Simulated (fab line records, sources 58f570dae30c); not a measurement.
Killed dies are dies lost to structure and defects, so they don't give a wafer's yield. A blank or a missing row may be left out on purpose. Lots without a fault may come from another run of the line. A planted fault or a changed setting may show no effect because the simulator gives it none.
One fault seen from 2 desks | flow berkeley_cmos170 | each desk has only its own numbers; what lay behind them comes last

THE METROLOGY DESK
What the gauges read, lot by lot, whatever tool the lot ran on: means of the sampled wafers that have a number. A lot is out of limits, marked OUT, if its mean lies more than 4 standard deviations from the usual mean; the brackets give that distance.
Columns: A = cd_nm at UCB170_NLDD_CD_MEAS_06, usual 1200.1 nm; B = NLDD_OVL at UCB170_NLDD_OVL_MEAS_07, usual -3 nm; C = NLDD_TW at UCB170_NLDD_TW_MEAS_11, usual 2209; D = SPACER_TEOS_THK at UCB170_SPACER_THK_MEAS_01, usual 378 nm
lot  | first seen here | A      | B   | C    | D
L485 | day 8 01:27     | 1200.4 | -13 | 2194 | 376
L489 | day 8 17:41     | 1199.9 | -3  | 2215 | 382
L497 | day 10 18:59    | 1199.3 | -5  | 2182 | 378
L500 | day 11 04:21    | 1201.5 | -4  | 2174 | 365
L501 | day 11 06:13    | 1198.3 | -3  | 2213 | 369
L504 | day 12 00:05    | 1198.0 | 1   | 2173 | 376
This desk's finding: nothing out of limits on any of the 6 lots.

THE TOOL OWNER'S DESK: pecvd-01
The tool's own readings at UCB170_SPACER_CVD_00 (deposits SiO2 from TEOS/O2, target thk 376 nm, time 47 s): means of the sampled wafers that have a number, for each lot that ran on this tool. A lot is out of limits, marked OUT, if its mean lies more than 4 standard deviations from the usual mean; the brackets give that distance.
Columns: A = heater_power_w at UCB170_SPACER_CVD_00, usual 274 W; B = rf_fwd_power_W at UCB170_SPACER_CVD_00, usual 543.5 W
lot  | first seen here | A   | B
L485 | day 8 02:14     | 271 | 545.4
L500 | day 11 05:08    | 280 | 479.5 (-25) OUT
L501 | day 11 06:58    | 251 | 479.8 (-24) OUT
This desk's finding: out of limits on L500, L501; first on L500, day 11 05:08 (rf_fwd_power_W at UCB170_SPACER_CVD_00). In limits: L485.

PUT TOGETHER
The tool owner's desk could have raised an alarm at day 11 05:08, on L500, L501.
The metrology desk saw nothing out of limits.
The metrology desk has L500, L501 on record, within its limits.
Of the lots named, all ran UCB170_SPACER_CVD_00 on pecvd-01.

WHAT THE SIMULATOR HAD PUT IN
Process parameter drift: pecvd-01, from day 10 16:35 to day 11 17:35, at UCB170_SPACER_CVD_00. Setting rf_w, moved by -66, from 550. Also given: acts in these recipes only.
Lots struck among those shown: L500, L501.
Hours from the fault's start to each desk's first reading out of limits: the tool owner's desk, 13.
